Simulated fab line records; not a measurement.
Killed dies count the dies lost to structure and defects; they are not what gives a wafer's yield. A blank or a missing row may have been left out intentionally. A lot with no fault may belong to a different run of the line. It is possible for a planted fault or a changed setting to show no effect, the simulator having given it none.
fab line records / flow rit-cmos
record lots=7 wafers=21 last-day=6
route steps=202 shown NLDD@107 PLDD@114
lots with no fault: from the same line, run without faults
start-h: hours from the record's first day to the start of the lot's first wafer shown / wait-h: hours since the lot's step before / " the same as in the row above / L1.1+2: one row covering several wafers at once / - no value present, or no start provided / * or withheld: withheld / < > ~ a bound
route shown NAME@n: names a module that has steps shown in the file, with the first one's number in the route / usual: the fault-free wafers' mean and standard deviation / same: alike in all rows / chamber/n: place in a boat / sites: per-site readings / _std_site: the values' standard deviation / _edge_site: outer sites' mean less inner sites' / radius-mm: for every site, how far away it sits from the centre of the wafer / mask NAME#n: copy n / behind: tool/chamber where the wafer was last shaped / hold: the reason the lot was held/the length of the hold in hours/how it ended / device: the n, p or np transistor that did not switch / end of line: at the end of the route, the tests of the same wafers / a step given without rows: its recipe and nothing more / killed: not the wafer's yield, but the dies lost to structure and defects at the first sort / map: per-die view of a wafer (x killed, . not killed, _ where there is no die)
set.NAME: the setting that was run; set.NAME@STEP: the one run at that earlier step / model.NAME: the simulator's own value behind a step, which no gauge read
lots seen at some steps along the route; tables by step, rows by wafer
services: the hour from which a tool's chamber was out of use, counted from the record's first day as start-h (under 0 if before that day), plus the number of hours and why
## steps
# step RIT_NLDD_PEB_04
# recipe resist=NOVOLAK temp-c=withheld time-s=withheld
# step RIT_NLDD_DEVELOP_05
# recipe resist=NOVOLAK develop-time-s=50 dev-temp-c=23
# step RIT_NLDD_OVL_MEAS_06
# usual NLDD_OVL=-0.7/1.6
lot.wafer=L924.4 tool=overlay-01 chamber=- start-h=57.92 wait-h=- NLDD_OVL[nm]=-2.7
lot.wafer=L924.5 tool=overlay-01 chamber=- start-h=57.92 wait-h=- NLDD_OVL[nm]=-0.2
lot.wafer=L924.6 tool=overlay-01 chamber=- start-h=57.92 wait-h=- NLDD_OVL[nm]=-2.9
lot.wafer=L925.3 tool=overlay-01 chamber=- start-h=61.26 wait-h=- NLDD_OVL[nm]=-3.7
lot.wafer=L925.4 tool=overlay-01 chamber=- start-h=61.26 wait-h=- NLDD_OVL[nm]=-4.2
lot.wafer=L925.5 tool=overlay-01 chamber=- start-h=61.26 wait-h=- NLDD_OVL[nm]=-0.6
lot.wafer=L926.1 tool=overlay-01 chamber=- start-h=67.05 wait-h=- NLDD_OVL[nm]=0.6
lot.wafer=L926.5 tool=overlay-01 chamber=- start-h=67.05 wait-h=- NLDD_OVL[nm]=0.7
lot.wafer=L926.6 tool=overlay-01 chamber=- start-h=67.05 wait-h=- NLDD_OVL[nm]=-0.6
lot.wafer=L927.3 tool=overlay-01 chamber=- start-h=73.56 wait-h=- NLDD_OVL[nm]=-0.9
lot.wafer=L927.5 tool=overlay-01 chamber=- start-h=73.56 wait-h=- NLDD_OVL[nm]=-0.7
lot.wafer=L927.6 tool=overlay-01 chamber=- start-h=73.56 wait-h=- NLDD_OVL[nm]=-1.2
lot.wafer=L928.1 tool=overlay-01 chamber=- start-h=78.75 wait-h=- NLDD_OVL[nm]=0.8
lot.wafer=L928.2 tool=overlay-01 chamber=- start-h=78.75 wait-h=- NLDD_OVL[nm]=-1.4
lot.wafer=L928.4 tool=overlay-01 chamber=- start-h=78.75 wait-h=- NLDD_OVL[nm]=-0.4
lot.wafer=L933.2 tool=overlay-01 chamber=- start-h=102.86 wait-h=- NLDD_OVL[nm]=0.8
lot.wafer=L933.3 tool=overlay-01 chamber=- start-h=102.86 wait-h=- NLDD_OVL[nm]=1.5
lot.wafer=L933.4 tool=overlay-01 chamber=- start-h=102.86 wait-h=- NLDD_OVL[nm]=0.8
lot.wafer=L940.3 tool=overlay-02 chamber=- start-h=137.71 wait-h=- NLDD_OVL[nm]=0.3
lot.wafer=L940.4 tool=overlay-02 chamber=- start-h=137.71 wait-h=- NLDD_OVL[nm]=0.1
lot.wafer=L940.6 tool=overlay-02 chamber=- start-h=137.71 wait-h=- NLDD_OVL[nm]=-0.6
# step RIT_NLDD_HARDBAKE_07
# recipe resist=NOVOLAK temp-c=140 time-s=60
# step RIT_NLDD_IMPLANT_08
# recipe species=P energy-kev=20 dose-cm2=5e+14 tilt-deg=7
# step RIT_NLDD_STRIP_09
# recipe chemistry=O2 time-s=180 resist=NOVOLAK platen-temp-c=withheld power-w=500 pressure-mtorr=4000 o2-flow-sccm=4000
# usual drypump-motor-current-A=5.9/0.54
lot.wafer=L924.4 tool=plasma-asher-03 chamber=1 start-h=58.29 wait-h=0.1 drypump-motor-current-A=5.5 rf-hours-counter-h=-
lot.wafer=L924.5 tool=plasma-asher-03 chamber=1 start-h=58.29 wait-h=0.1 drypump-motor-current-A=5.5 rf-hours-counter-h=-
lot.wafer=L924.6 tool=plasma-asher-03 chamber=0 start-h=58.29 wait-h=0.1 drypump-motor-current-A=6.7 rf-hours-counter-h=-
lot.wafer=L925.3 tool=plasma-asher-03 chamber=0 start-h=61.64 wait-h=0.1 drypump-motor-current-A=6.7 rf-hours-counter-h=-
lot.wafer=L925.4 tool=plasma-asher-03 chamber=1 start-h=61.64 wait-h=0.1 drypump-motor-current-A=5.5 rf-hours-counter-h=-
lot.wafer=L925.5 tool=plasma-asher-03 chamber=1 start-h=61.64 wait-h=0.1 drypump-motor-current-A=5.5 rf-hours-counter-h=-
lot.wafer=L926.1 tool=plasma-asher-02 chamber=1 start-h=67.50 wait-h=0.1 drypump-motor-current-A=5.7 rf-hours-counter-h=40
lot.wafer=L926.5 tool=plasma-asher-02 chamber=1 start-h=67.50 wait-h=0.1 drypump-motor-current-A=5.7 rf-hours-counter-h=-
lot.wafer=L926.6 tool=plasma-asher-02 chamber=0 start-h=67.50 wait-h=0.1 drypump-motor-current-A=5.4 rf-hours-counter-h=-
lot.wafer=L927.3 tool=plasma-asher-03 chamber=0 start-h=73.94 wait-h=0.1 drypump-motor-current-A=6.7 rf-hours-counter-h=-
lot.wafer=L927.5 tool=plasma-asher-03 chamber=0 start-h=73.94 wait-h=0.1 drypump-motor-current-A=6.7 rf-hours-counter-h=-
lot.wafer=L927.6 tool=plasma-asher-03 chamber=1 start-h=73.94 wait-h=0.1 drypump-motor-current-A=5.4 rf-hours-counter-h=-
lot.wafer=L928.1 tool=plasma-asher-03 chamber=1 start-h=79.09 wait-h=0.1 drypump-motor-current-A=5.5 rf-hours-counter-h=45
lot.wafer=L928.2 tool=plasma-asher-03 chamber=0 start-h=79.09 wait-h=0.1 drypump-motor-current-A=6.7 rf-hours-counter-h=45
lot.wafer=L928.4 tool=plasma-asher-03 chamber=1 start-h=79.09 wait-h=0.1 drypump-motor-current-A=5.5 rf-hours-counter-h=-
lot.wafer=L933.2 tool=plasma-asher-03 chamber=0 start-h=103.19 wait-h=0.1 drypump-motor-current-A=6.7 rf-hours-counter-h=47
lot.wafer=L933.3 tool=plasma-asher-03 chamber=1 start-h=103.19 wait-h=0.1 drypump-motor-current-A=5.4 rf-hours-counter-h=-
lot.wafer=L933.4 tool=plasma-asher-03 chamber=0 start-h=103.19 wait-h=0.1 drypump-motor-current-A=6.7 rf-hours-counter-h=-
lot.wafer=L940.3 tool=plasma-asher-01 chamber=0 start-h=138.10 wait-h=0.1 drypump-motor-current-A=5.3 rf-hours-counter-h=-
lot.wafer=L940.4 tool=plasma-asher-01 chamber=1 start-h=138.10 wait-h=0.1 drypump-motor-current-A=6.3 rf-hours-counter-h=-
lot.wafer=L940.6 tool=plasma-asher-01 chamber=1 start-h=138.10 wait-h=0.1 drypump-motor-current-A=6.3 rf-hours-counter-h=-
# step RIT_NLDD_TW_MEAS_10
# usual NLDD_TW=2468/33
lot.wafer=L924.4 tool=film-metro-02 chamber=- start-h=58.44 wait-h=0.1 NLDD_TW=2458
lot.wafer=L924.5 tool=film-metro-02 chamber=- start-h=58.44 wait-h=0.1 NLDD_TW=2462
lot.wafer=L924.6 tool=film-metro-02 chamber=- start-h=58.44 wait-h=0.1 NLDD_TW=2459
lot.wafer=L925.3 tool=film-metro-03 chamber=- start-h=61.78 wait-h=0.1 NLDD_TW=2510
lot.wafer=L925.4 tool=film-metro-03 chamber=- start-h=61.78 wait-h=0.1 NLDD_TW=2513
lot.wafer=L925.5 tool=film-metro-03 chamber=- start-h=61.78 wait-h=0.1 NLDD_TW=2538
lot.wafer=L926.1 tool=film-metro-02 chamber=- start-h=67.68 wait-h=0.1 NLDD_TW=2437
lot.wafer=L926.5 tool=film-metro-02 chamber=- start-h=67.68 wait-h=0.1 NLDD_TW=2455
lot.wafer=L926.6 tool=film-metro-02 chamber=- start-h=67.68 wait-h=0.1 NLDD_TW=2446
lot.wafer=L927.3 tool=film-metro-02 chamber=- start-h=74.08 wait-h=0.1 NLDD_TW=2437
lot.wafer=L927.5 tool=film-metro-02 chamber=- start-h=74.08 wait-h=0.1 NLDD_TW=2411
lot.wafer=L927.6 tool=film-metro-02 chamber=- start-h=74.08 wait-h=0.1 NLDD_TW=2419
lot.wafer=L928.1 tool=film-metro-03 chamber=- start-h=79.26 wait-h=0.1 NLDD_TW=2501
lot.wafer=L928.2 tool=film-metro-03 chamber=- start-h=79.26 wait-h=0.1 NLDD_TW=2505
lot.wafer=L928.4 tool=film-metro-03 chamber=- start-h=79.26 wait-h=0.1 NLDD_TW=2500
lot.wafer=L933.2 tool=film-metro-02 chamber=- start-h=103.37 wait-h=0.1 NLDD_TW=2437
lot.wafer=L933.3 tool=film-metro-02 chamber=- start-h=103.37 wait-h=0.1 NLDD_TW=2428
lot.wafer=L933.4 tool=film-metro-02 chamber=- start-h=103.37 wait-h=0.1 NLDD_TW=2450
lot.wafer=L940.3 tool=film-metro-03 chamber=- start-h=138.23 wait-h=0.1 NLDD_TW=2506
lot.wafer=L940.4 tool=film-metro-03 chamber=- start-h=138.23 wait-h=0.1 NLDD_TW=2495
lot.wafer=L940.6 tool=film-metro-03 chamber=- start-h=138.23 wait-h=0.1 NLDD_TW=2493
# step RIT_PLDD_HMDS_00
# recipe prime-time-s=60 prime-temp-c=140
# step RIT_PLDD_COAT_01
# recipe resist=NOVOLAK spin-rpm=3250 resist-thk-nm=1000
# step RIT_PLDD_SOFTBAKE_02
# recipe resist=NOVOLAK temp-c=90 time-s=60
# step RIT_PLDD_EXPOSE_03
# recipe mask-id=M8 na=0.57 target-cd-nm=40900 dose-mj=250
# step RIT_PLDD_PEB_04
# recipe resist=NOVOLAK temp-c=withheld time-s=withheld
# step RIT_PLDD_DEVELOP_05
# recipe resist=NOVOLAK develop-time-s=50 dev-temp-c=23
# usual chill-plate-temp-C=23.00/0.095 develop-time-s=50/0
lot.wafer=L924.4 tool=litho-track-02 chamber=0 start-h=59 wait-h=- chill-plate-temp-C=22.92 develop-time-s=50
lot.wafer=L924.5 tool=litho-track-02 chamber=0 start-h=59 wait-h=- chill-plate-temp-C=23.02 develop-time-s=50
lot.wafer=L924.6 tool=litho-track-02 chamber=0 start-h=59 wait-h=- chill-plate-temp-C=23.13 develop-time-s=50
lot.wafer=L925.3 tool=litho-track-04 chamber=- start-h=62 wait-h=- chill-plate-temp-C=- develop-time-s=-
lot.wafer=L925.4 tool=litho-track-04 chamber=- start-h=62 wait-h=- chill-plate-temp-C=- develop-time-s=-
lot.wafer=L925.5 tool=litho-track-04 chamber=- start-h=62 wait-h=- chill-plate-temp-C=- develop-time-s=-
lot.wafer=L926.1 tool=litho-track-04 chamber=- start-h=68 wait-h=- chill-plate-temp-C=- develop-time-s=-
lot.wafer=L926.5 tool=litho-track-04 chamber=- start-h=68 wait-h=- chill-plate-temp-C=- develop-time-s=-
lot.wafer=L926.6 tool=litho-track-04 chamber=- start-h=68 wait-h=- chill-plate-temp-C=- develop-time-s=-
lot.wafer=L927.3 tool=litho-track-04 chamber=- start-h=74 wait-h=- chill-plate-temp-C=- develop-time-s=-
lot.wafer=L927.5 tool=litho-track-04 chamber=- start-h=74 wait-h=- chill-plate-temp-C=- develop-time-s=-
lot.wafer=L927.6 tool=litho-track-04 chamber=- start-h=74 wait-h=- chill-plate-temp-C=- develop-time-s=-
lot.wafer=L928.1 tool=litho-track-04 chamber=0 start-h=80 wait-h=- chill-plate-temp-C=23.01 develop-time-s=50
lot.wafer=L928.2 tool=litho-track-04 chamber=0 start-h=80 wait-h=- chill-plate-temp-C=23.07 develop-time-s=50
lot.wafer=L928.4 tool=litho-track-04 chamber=0 start-h=80 wait-h=- chill-plate-temp-C=22.93 develop-time-s=50
lot.wafer=L933.2 tool=litho-track-04 chamber=0 start-h=104 wait-h=- chill-plate-temp-C=23.06 develop-time-s=50
lot.wafer=L933.3 tool=litho-track-04 chamber=0 start-h=104 wait-h=- chill-plate-temp-C=22.98 develop-time-s=50
lot.wafer=L933.4 tool=litho-track-04 chamber=0 start-h=104 wait-h=- chill-plate-temp-C=22.95 develop-time-s=50
lot.wafer=L940.3 tool=litho-track-02 chamber=0 start-h=139 wait-h=- chill-plate-temp-C=23.15 develop-time-s=50
lot.wafer=L940.4 tool=litho-track-02 chamber=0 start-h=139 wait-h=- chill-plate-temp-C=23.05 develop-time-s=50
lot.wafer=L940.6 tool=litho-track-02 chamber=0 start-h=139 wait-h=- chill-plate-temp-C=23.07 develop-time-s=50
# step RIT_PLDD_OVL_MEAS_06
# usual PLDD_OVL=0.0/1.5
lot.wafer=L924.4 tool=overlay-01 chamber=- start-h=59.46 wait-h=- PLDD_OVL[nm]=1.6
lot.wafer=L924.5 tool=overlay-01 chamber=- start-h=59.46 wait-h=- PLDD_OVL[nm]=2.1
lot.wafer=L924.6 tool=overlay-01 chamber=- start-h=59.46 wait-h=- PLDD_OVL[nm]=1.6
lot.wafer=L925.3 tool=overlay-01 chamber=- start-h=62.80 wait-h=- PLDD_OVL[nm]=-
lot.wafer=L925.4 tool=overlay-01 chamber=- start-h=62.80 wait-h=- PLDD_OVL[nm]=-
lot.wafer=L925.5 tool=overlay-01 chamber=- start-h=62.80 wait-h=- PLDD_OVL[nm]=-
lot.wafer=L926.1 tool=overlay-01 chamber=- start-h=68.88 wait-h=- PLDD_OVL[nm]=-
lot.wafer=L926.5 tool=overlay-01 chamber=- start-h=68.88 wait-h=- PLDD_OVL[nm]=-
lot.wafer=L926.6 tool=overlay-01 chamber=- start-h=68.88 wait-h=- PLDD_OVL[nm]=-
lot.wafer=L927.3 tool=overlay-01 chamber=- start-h=74.98 wait-h=- PLDD_OVL[nm]=-
lot.wafer=L927.5 tool=overlay-01 chamber=- start-h=74.98 wait-h=- PLDD_OVL[nm]=-
lot.wafer=L927.6 tool=overlay-01 chamber=- start-h=74.98 wait-h=- PLDD_OVL[nm]=-
lot.wafer=L928.1 tool=overlay-02 chamber=- start-h=80.34 wait-h=- PLDD_OVL[nm]=0.1
lot.wafer=L928.2 tool=overlay-02 chamber=- start-h=80.34 wait-h=- PLDD_OVL[nm]=0.0
lot.wafer=L928.4 tool=overlay-02 chamber=- start-h=80.34 wait-h=- PLDD_OVL[nm]=-0.2
lot.wafer=L933.2 tool=overlay-02 chamber=- start-h=104.28 wait-h=- PLDD_OVL[nm]=-0.6
lot.wafer=L933.3 tool=overlay-02 chamber=- start-h=104.28 wait-h=- PLDD_OVL[nm]=-1.1
lot.wafer=L933.4 tool=overlay-02 chamber=- start-h=104.28 wait-h=- PLDD_OVL[nm]=-1.4
lot.wafer=L940.3 tool=overlay-01 chamber=- start-h=139.13 wait-h=- PLDD_OVL[nm]=-0.2
lot.wafer=L940.4 tool=overlay-01 chamber=- start-h=139.13 wait-h=- PLDD_OVL[nm]=0.2
lot.wafer=L940.6 tool=overlay-01 chamber=- start-h=139.13 wait-h=- PLDD_OVL[nm]=1.9
## services
tool=plasma-asher-02 chamber=- start-h=108.75 hours=9.0 kind=pm
tool=plasma-asher-02 chamber=0 start-h=108.75 hours=9.0 kind=vent-cycle
tool=plasma-asher-02 chamber=1 start-h=108.75 hours=9.0 kind=vent-cycle
tool=plasma-asher-03 chamber=- start-h=117.44 hours=8.2 kind=repair
tool=plasma-asher-02 chamber=0 start-h=117.75 hours=- kind=clean
tool=plasma-asher-02 chamber=1 start-h=117.75 hours=- kind=clean
## key
first-sign step=RIT_PLDD_DEVELOP_05 reading=tool-record direction=missing
effect none on later readings
met-at RIT_PLDD_DEVELOP_05
struck-wafers L925.3,L925.4,L925.5,L926.1,L926.5,L926.6,L927.3,L927.5,L927.6
sort-left-out L925.3,L925.4,L925.5,L926.1,L926.5,L926.6,L927.3,L927.5,L927.6
tester-left-out L925,L926,L927
fault kind=skipped-step-whole tool=litho-track-04 chamber=- onset-h=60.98 steps=RIT_PLDD_DEVELOP_05 scope=struck-lots-only
# tester-left-out: of these lots the tester's yield and bins aren't shown, on N5 and GAA mostly nor the transistor test; their killed dies are dies lost to structure and defects alone, not to doping, threshold or leakage, so they don't give the yield
# sort-left-out: the simulated sort isn't trusted on such a fault, so these wafers' sort isn't shown, and their yield isn't known
